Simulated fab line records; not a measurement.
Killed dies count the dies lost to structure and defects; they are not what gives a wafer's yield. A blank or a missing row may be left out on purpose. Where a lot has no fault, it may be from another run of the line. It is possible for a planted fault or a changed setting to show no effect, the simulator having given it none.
Check of tool commonality + flow berkeley cmos170 + Sample size 14 lots and 42 wafers

## WHAT PROMPTED THE OPENING
2 of 14 lots carry a flag on the reading CONTACT_PSG_THK at UCB170_CONTACT_THK_MEAS_02. No-fault wafers: 702 nm, standard deviation 5.7.
Rule: flag the lot when none of its wafers has a number, or when each of its wafers that has one lies beyond 4 standard deviations from that mean. The other lots count as sound.

| lot  | measured     | on            | CONTACT_PSG_THK (nm), wafer by wafer | flag    |
|------|--------------|---------------|--------------------------------------|---------|
| L549 | day 7 09:56  | film metro-04 | 701 696 698                          |         |
| L550 | day 7 11:43  | film metro-02 | 705 712 710                          |         |
| L552 | day 8 08:40  | film metro-04 | 698 705 703                          |         |
| L551 | day 8 08:53  | film metro-02 | 700 699 704                          |         |
| L553 | day 8 14:23  | film metro-01 | 692 701 704                          |         |
| L556 | day 9 11:10  | film metro-02 | 700 699 701                          |         |
| L557 | day 9 11:11  | film metro-04 | 702 701 706                          |         |
| L558 | day 9 11:23  | film metro-01 | 876 876 880                          | FLAGGED |
| L555 | day 9 12:57  | film metro-01 | 704 711 706                          |         |
| L560 | day 9 16:32  | film metro-01 | 701 703 704                          |         |
| L563 | day 10 18:59 | film metro-01 | 876 877 881                          | FLAGGED |
| L562 | day 10 19:32 | film metro-02 | 703 704 707                          |         |
| L569 | day 11 21:06 | film metro-02 | 720 720 717                          |         |
| L572 | day 12 07:53 | film metro-02 | 692 699 693                          |         |
The numbers of the flagged lots are 878 nm on average: +176 nm against the usual, or +31 standard deviations.

## LOT BY LOT: THE TOOL USED
Before the reading, the record contains 2 process steps out of a 331-step route. Cell contents, in order: the tool; ch with the chambers the sampled wafers went through; the start.
| lot  | flag    | UCB170_SILICIDE_RTA_04           | UCB170_CONTACT_CVD_01       |
|------|---------|----------------------------------|-----------------------------|
| L549 |         | rtp anneal-01 ch 0, day 7 07:53  | lpcvd-02 ch 0, day 7 08:09  |
| L550 |         | rtp anneal-02 ch 0, day 7 08:17  | lpcvd-02 ch 1, day 7 09:56  |
| L552 |         | rtp anneal-01 ch 0, day 8 06:37  | lpcvd-02 ch 1, day 8 06:52  |
| L551 |         | rtp anneal-02 ch 0, day 8 06:48  | lpcvd-01 ch 1, day 8 07:05  |
| L553 |         | rtp anneal-01 ch 0, day 8 12:19  | lpcvd-02 ch 0, day 8 12:35  |
| L556 |         | rtp anneal-01 ch 0, day 9 09:05  | lpcvd-01 ch 0, day 9 09:23  |
| L557 |         | rtp anneal-02 ch 0, day 9 09:08  | lpcvd-01 ch 0, day 9 09:23  |
| L558 | FLAGGED | rtp anneal-02 ch 0, day 9 09:19  | lpcvd-02 ch 1, day 9 09:36  |
| L555 |         | rtp anneal-01 ch 0, day 9 09:35  | lpcvd-01 ch 0, day 9 11:10  |
| L560 |         | rtp anneal-01 ch 0, day 9 12:56  | lpcvd-01 ch 0, day 9 14:44  |
| L563 | FLAGGED | rtp anneal-01 ch 0, day 10 16:55 | lpcvd-02 ch 1, day 10 17:11 |
| L562 |         | rtp anneal-02 ch 0, day 10 17:28 | lpcvd-01 ch 1, day 10 17:44 |
| L569 |         | rtp anneal-02 ch 0, day 11 18:10 | lpcvd-01 ch 0, day 11 18:26 |
| L572 |         | rtp anneal-02 ch 0, day 12 02:22 | lpcvd-01 ch 0, day 12 05:11 |
These steps, and what they do:
- UCB170_SILICIDE_RTA_04: time 15 s.
- UCB170_CONTACT_CVD_01: deposits PSG from SiH4/O2/PH3, target thk 700 nm, time 2820 s.
- UCB170_CONTACT_THK_MEAS_02

## FLAGGED AGAINST TOTAL, ONE TOOL AT A TIME (gauges that did the reading follow at the end)
| step                       | tool          | lots run | flagged | share of the flagged lots | sound lots run after its first flagged lot |
|----------------------------|---------------|----------|---------|---------------------------|--------------------------------------------|
| UCB170_SILICIDE_RTA_04     | rtp anneal-01 | 7        | 1       | some                      | 0                                          |
| UCB170_SILICIDE_RTA_04     | rtp anneal-02 | 7        | 1       | some                      | 3 (L562,L569,L572)                         |
| UCB170_CONTACT_CVD_01      | lpcvd-01      | 8        | 0       | none                      | -                                          |
| UCB170_CONTACT_CVD_01      | lpcvd-02      | 6        | 2       | all                       | 0                                          |
| UCB170_CONTACT_THK_MEAS_02 | film metro-01 | 5        | 2       | all                       | 2 (L555,L560)                              |
| UCB170_CONTACT_THK_MEAS_02 | film metro-02 | 6        | 0       | none                      | -                                          |
| UCB170_CONTACT_THK_MEAS_02 | film metro-04 | 3        | 0       | none                      | -                                          |

## WHAT THE TABLE ALLOWS
In 2 table rows, all flagged lots were run: lpcvd-02 (UCB170_CONTACT_CVD_01), film metro-01 (UCB170_CONTACT_THK_MEAS_02).
- lpcvd-02 at UCB170_CONTACT_CVD_01 ran 6 lots, 2 of them flagged. It ran its last sound lot, L553, at day 8 12:35 and its first flagged lot, L558, at day 9 09:36: a fault with its onset between the two fits.
- film metro-01 at UCB170_CONTACT_THK_MEAS_02 ran 5 lots, 2 of them flagged. Sound lots followed the first flagged one (L555, L560) on it, something a lasting fault affecting the whole tool could not allow.
Left over: one tool, lpcvd-02 at UCB170_CONTACT_CVD_01.

## WHAT HAD BEEN PUT IN BY THE SIMULATOR
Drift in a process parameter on lpcvd-02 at UCB170_CONTACT_CVD_01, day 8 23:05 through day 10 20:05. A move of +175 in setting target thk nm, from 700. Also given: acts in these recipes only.
Shown lots that were struck: L558, L563. The rule above reached the same finding.
